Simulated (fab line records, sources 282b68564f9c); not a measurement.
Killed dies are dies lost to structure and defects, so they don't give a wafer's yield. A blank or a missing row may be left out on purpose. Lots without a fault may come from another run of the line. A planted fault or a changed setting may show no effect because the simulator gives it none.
Tool commonality check | flow rit_cmos | 15 lots, 45 wafers sampled

WHY IT WAS OPENED
At RIT_FOX1_THK_MEAS_01 the reading FOX1_OXIDE_THK is flagged on 3 of 15 lots. Wafers without a fault read 349 nm, standard deviation 7.6.
Rule: a lot is flagged when every wafer of it that has a number lies more than 4 standard deviations from that mean, or none has a number. The other lots count as sound.

lot  | measured    | on            | FOX1_OXIDE_THK (nm), wafer by wafer | flag
L801 | day 1 19:57 | film_metro-02 | 363 371 369                         |
L802 | day 2 02:20 | film_metro-02 | 351 354 352                         |
L803 | day 2 07:24 | film_metro-01 | 337 342 343                         |
L804 | day 2 11:11 | film_metro-02 | 343 353 354                         |
L805 | day 2 15:31 | film_metro-04 | 355 352 355                         |
L806 | day 2 19:15 | film_metro-04 | 349 347 354                         |
L808 | day 3 06:07 | film_metro-02 | 340 337 346                         |
L809 | day 3 10:52 | film_metro-04 | 344 338 347                         |
L810 | day 3 16:26 | film_metro-04 | 307 310 307                         | FLAGGED
L811 | day 3 21:53 | film_metro-04 | 309 308 311                         | FLAGGED
L813 | day 4 09:51 | film_metro-02 | 338 339 342                         |
L814 | day 4 11:59 | film_metro-04 | 310 302 308                         | FLAGGED
L816 | day 4 22:27 | film_metro-01 | 344 344 352                         |
L818 | day 5 08:32 | film_metro-01 | 364 362 364                         |
L824 | day 6 14:55 | film_metro-04 | 337 340 336                         |
The numbers of the flagged lots are 308 nm on average: -41 nm against the usual, or -5 standard deviations.

WHICH TOOL RAN EACH LOT
The record holds 1 process step before the reading, out of a route of 202 steps. In each cell: the tool, then ch and the chambers that the sampled wafers went through, then the start.
lot  | flag    | RIT_FOX1_OXIDATION_00
L801 |         | furnace-01 ch 0, day 1 18:37
L802 |         | furnace-01 ch 0, day 2 01:01
L803 |         | furnace-01 ch 0, day 2 06:04
L804 |         | furnace-04 ch 0, day 2 09:52
L805 |         | furnace-04 ch 0, day 2 14:11
L806 |         | furnace-01 ch 0, day 2 17:55
L808 |         | furnace-01 ch 0, day 3 04:48
L809 |         | furnace-01 ch 0, day 3 09:32
L810 | FLAGGED | furnace-04 ch 0, day 3 15:08
L811 | FLAGGED | furnace-04 ch 0, day 3 20:34
L813 |         | furnace-01 ch 0, day 4 08:32
L814 | FLAGGED | furnace-04 ch 0, day 4 10:40
L816 |         | furnace-03 ch 0, day 4 21:08
L818 |         | furnace-01 ch 0, day 5 07:13
L824 |         | furnace-01 ch 0, day 6 13:35
What these steps do:
- RIT_FOX1_OXIDATION_00: target thk 350.7 nm, ox time 1130 s.
- RIT_FOX1_THK_MEAS_01

FLAGGED OVER TOTAL, TOOL BY TOOL (the gauges that took the reading come last)
step                  | tool          | lots run | flagged | share of the flagged lots | sound lots run after its first flagged lot
RIT_FOX1_OXIDATION_00 | furnace-01    | 9        | 0       | none                      | -
RIT_FOX1_OXIDATION_00 | furnace-03    | 1        | 0       | none                      | -
RIT_FOX1_OXIDATION_00 | furnace-04    | 5        | 3       | all                       | 0
RIT_FOX1_THK_MEAS_01  | film_metro-01 | 3        | 0       | none                      | -
RIT_FOX1_THK_MEAS_01  | film_metro-02 | 5        | 0       | none                      | -
RIT_FOX1_THK_MEAS_01  | film_metro-04 | 7        | 3       | all                       | 1 (L824)

WHAT THE TABLE ALLOWS
2 rows of the table ran every flagged lot: furnace-04 at RIT_FOX1_OXIDATION_00, film_metro-04 at RIT_FOX1_THK_MEAS_01.
- furnace-04 at RIT_FOX1_OXIDATION_00: 3 of its 5 lots flagged. Its last sound lot is L805 (day 2 14:11), its first flagged lot L810 (day 3 15:08): a fault that began between those two fits.
- film_metro-04 at RIT_FOX1_THK_MEAS_01: 3 of its 7 lots flagged. Sound lots ran on it after the first flagged one (L824), which a lasting fault on the whole tool wouldn't allow.
One tool is left: furnace-04 at RIT_FOX1_OXIDATION_00.

WHAT THE SIMULATOR HAD PUT IN
Process parameter drift: furnace-04, from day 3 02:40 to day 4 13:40, at RIT_FOX1_OXIDATION_00. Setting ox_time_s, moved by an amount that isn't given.
Lots struck among those shown: L810, L811, L814. The rule above found the same.
